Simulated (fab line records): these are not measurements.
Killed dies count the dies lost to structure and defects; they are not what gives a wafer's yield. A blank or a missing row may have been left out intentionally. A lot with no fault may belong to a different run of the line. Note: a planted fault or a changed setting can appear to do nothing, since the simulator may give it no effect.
What tool caused it?    flow ritCmos    Sampling: 14 lots, 42 wafers, 2 of 202 route steps

## WHAT THE GAUGES SHOWED, per wafer
RIT_SPACER_THK_MEAS_04.
lot   measured     on            SPACER_NITRIDE_THK (nm)
L208  day 2 22:02  filmMetro-02  247.4 247.2 247.2
L209  day 3 03:23  filmMetro-04  248.8 250.1 249.2
L210  day 3 11:06  filmMetro-02  248.1 246.8 249.1
L212  day 3 17:47  filmMetro-02  248.0 250.2 250.3
L213  day 4 03:51  filmMetro-04  251.8 249.0 251.7
L214  day 4 05:01  filmMetro-02  248.3 245.7 250.1
L217  day 4 18:03  filmMetro-04  252.0 252.6 253.1
L218  day 5 02:46  filmMetro-03  250.8 251.2 251.9
L219  day 5 05:25  filmMetro-02  155.6 155.8 155.0
L220  day 5 11:23  filmMetro-04  149.6 152.2 152.1
L226  day 6 18:40  filmMetro-04  254.2 255.4 252.6
L227  day 6 23:38  filmMetro-03  254.3 253.9 252.0
L229  day 7 09:02  filmMetro-03  253.6 252.1 251.5
L231  day 7 19:53  filmMetro-02  247.3 247.9 246.3

## TOOL THAT RAN EACH LOT (tool first, then ch and the chambers of the sampled wafers, then the start)
lot   RIT_SPACER_CVD_03
L208  lpcvd-02 ch 1, day 2 20:06
L209  lpcvd-02 ch 1, day 3 01:29
L210  lpcvd-01 ch 1, day 3 08:12
L212  lpcvd-01 ch 1, day 3 15:52
L213  lpcvd-02 ch 0, day 4 01:56
L214  lpcvd-01 ch 0, day 4 03:05
L217  lpcvd-02 ch 1, day 4 16:07
L218  lpcvd-02 ch 1, day 4 22:28
L219  lpcvd-01 ch 0, day 5 03:29
L220  lpcvd-01 ch 0, day 5 09:28
L226  lpcvd-02 ch 0, day 6 15:46
L227  lpcvd-02 ch 0, day 6 20:46
L229  lpcvd-02 ch 0, day 7 06:09
L231  lpcvd-02 ch 1, day 7 17:58
- RIT_SPACER_CVD_03: deposits Si3N4 from SiH2Cl2/NH3, target thk 250 nm, time 3300 s.

## AS READ BY THE TOOLS THEMSELVES (means over the sampled wafers that have a number; for cases with no such wafer, the mark the record gives instead)
The record holds no such reading with a usual standard deviation.

## THE ANSWER, worked out from the rows above alone
Rule: the lots themselves supply what counts as usual. The widest of any qualifying gaps counts: lots, ordered by their means at a reading, are off when they make up no more than a third of the lots, leave a main group of 4 or more, and stand apart from it by 3 or more times the standard deviation of that group's means. The tables above print the reading to a certain number of digits; a main group whose means all agree to those digits is not used. Also off: a lot with no number at a reading for which 4 or more lots have one. All remaining lots with rows at the step are treated as sound. Order of review: gauges by route order, followed by the tools' own readings, for which a lot's mean as printed above is used. The first step at which some lot is off is used, and at that step the reading that is off furthest; a lot without a number counts as furthest.
Off: at RIT_SPACER_THK_MEAS_04 (SPACER_NITRIDE_THK), L219, L220. Main group: mean 250.3 nm, sd 2.3.
If a tool, at a process step before that reading, ran all the lots that are off and no sound lot after the first of them, it fits. The gauges at RIT_SPACER_THK_MEAS_04 are tried like those tools. One candidate fits, namely lpcvd-01 at RIT_SPACER_CVD_03. A fault onset in the window from L214 (day 4 03:05, its last sound lot) to L219 (day 5 03:29, its first lot off) fits.

## WHAT HAD BEEN PUT IN BY THE SIMULATOR
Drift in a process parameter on lpcvd-01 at RIT_SPACER_CVD_03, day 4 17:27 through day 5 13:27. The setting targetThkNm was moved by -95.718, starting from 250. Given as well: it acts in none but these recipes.
Shown lots that were struck: L219, L220. The same result came from the rule above.
